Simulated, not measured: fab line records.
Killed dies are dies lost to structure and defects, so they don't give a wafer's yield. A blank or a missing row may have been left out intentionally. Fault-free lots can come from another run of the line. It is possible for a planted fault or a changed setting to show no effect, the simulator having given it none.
Code-filled problem report in 8D (eight disciplines) form + flow berkeleyCmos170 + the parts of the form that need people (team, actions taken, sign-off) are left out

## 1. WHAT WENT WRONG
Wafers without a fault read 698.0 nm, standard deviation 2.7; cdNm at UCB170_M2_CD_MEAS_90 reads a mean of 678.8 nm on 3 wafers belonging to 2 lots. Measured from the usual mean, that is -7.1 standard deviations.
The step: target cd 700 nm.
First seen on wafer L510.4, day 9 12:37, on cdSem-02. At this step, 39 wafers from 13 lots have a number in the record. The rule behind "out" and "out of limits": a value lying over 4 standard deviations away from the usual mean. The other wafers with a number count as sound.

## 2. WHAT IT IS, WHAT IT ISN'T
| question                    | is                     | is not                                                                                       |
|-----------------------------|------------------------|----------------------------------------------------------------------------------------------|
| which readings at this step | cdNm                   | -                                                                                            |
| which lots                  | L510, L515             | L502, L503, L504, L505, L506, L507, L508, L518, L521, L522, L524                             |
| which wafers of those lots  | L510.4, L510.5, L515.4 | L510.3, L515.1, L515.3                                                                       |
| read on which gauges        | cdSem-02               | cdSem-01                                                                                     |
| when                        | from day 9 12:37       | up to then (22 sound wafers); but 14 sound wafers of L515, L518, L521, L522, L524 came after |

## 3. THE SUSPECTS, EACH WITH WHAT RULES IT OUT
Counting: any tool at a process step up to the reading remains a suspect provided it ran every lot that is out. Sound lots after the first of them don't rule it out here, since some wafers of a struck lot are sound.
- the gauge at UCB170_M2_CD_MEAS_90 has been ruled out. All the wafers that are out were read on cdSem-02, but those of them that UCB170_M2_METAL_ETCH_18 has rows for are out there too, on other tools.
- rieDiel-04 at UCB170_GATE_ETCH_14 (etches BARC in N2/H2): kept. Ran every lot that is out, first one L510 (day 7 22:45); last sound lot up to then L506 (day 6 19:04).
- rieMetal-04 at UCB170_M2_METAL_ETCH_18 (etches Al in Cl2/BCl3, stops on SiO2, target depth 1170 nm, time 195 s): kept. Ran every lot that is out, first one L510 (day 9 12:17); last sound lot up to then L508 (day 8 17:11). Its own readings are out on those wafers: rfFwdPowerW.
- The sound lot-mates ran in chamber 1 of rieMetal-04 at UCB170_M2_METAL_ETCH_18, but the wafers that are out ran in chamber 0.
Remaining after the count are rieDiel-04 at UCB170_GATE_ETCH_14 and rieMetal-04 at UCB170_M2_METAL_ETCH_18.

## 4. THE CAUSE (what the simulator had put in)
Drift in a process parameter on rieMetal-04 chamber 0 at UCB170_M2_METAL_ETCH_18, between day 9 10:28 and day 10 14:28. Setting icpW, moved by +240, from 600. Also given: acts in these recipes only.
Counting left 2 suspects, and this tool is among them.

## 5. SEQUENCE OF EFFECTS, ordered by route
Each row: a reading whose mean over the struck wafers that have a number lies more than 3 standard deviations from the usual. Only readings whose record carries a usual standard deviation are examined. hours: median over the lots of the time between each lot's start at the first step of this table that gives one and its start at this step. sigmas: the change, counted in usual standard deviations.
| hours | step                    | reading      | usual      | on struck wafers | change | sigmas      |
|-------|-------------------------|--------------|------------|------------------|--------|-------------|
| 0     | UCB170_M2_METAL_ETCH_18 | rfFwdPowerW  | 598.0 W    | 837.2            | +239.2 | +99 or more |
| 0     | UCB170_M2_STRIP_19      | oesProductAu | 0.544 a.u. | 0.314            | -0.230 | -10         |
| 0     | UCB170_M2_CD_MEAS_90    | cdNm         | 698.0 nm   | 678.8            | -19.2  | -7.1        |
It contains these process steps:
- UCB170_M2_METAL_ETCH_18: etches Al in Cl2/BCl3, stops on SiO2, target depth 1170 nm, time 195 s.
- UCB170_M2_STRIP_19: strips in O2.

## 6. WHAT WOULD HAVE CAUGHT IT SOONER
2 hours passed between the start of the fault at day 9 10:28 and the first reading out of limits at a measuring or inspecting step in this record, taken at day 9 12:37.
Tool's own readings at UCB170_M2_METAL_ETCH_18, rfFwdPowerW: out on all struck wafers the step has rows for; an alarm limit on them would have tripped on the first.
L515, from the lots that are out (2), started UCB170_M2_METAL_ETCH_18 on rieMetal-04 later than day 9 12:37. Putting the tool on hold at that point would have spared it.
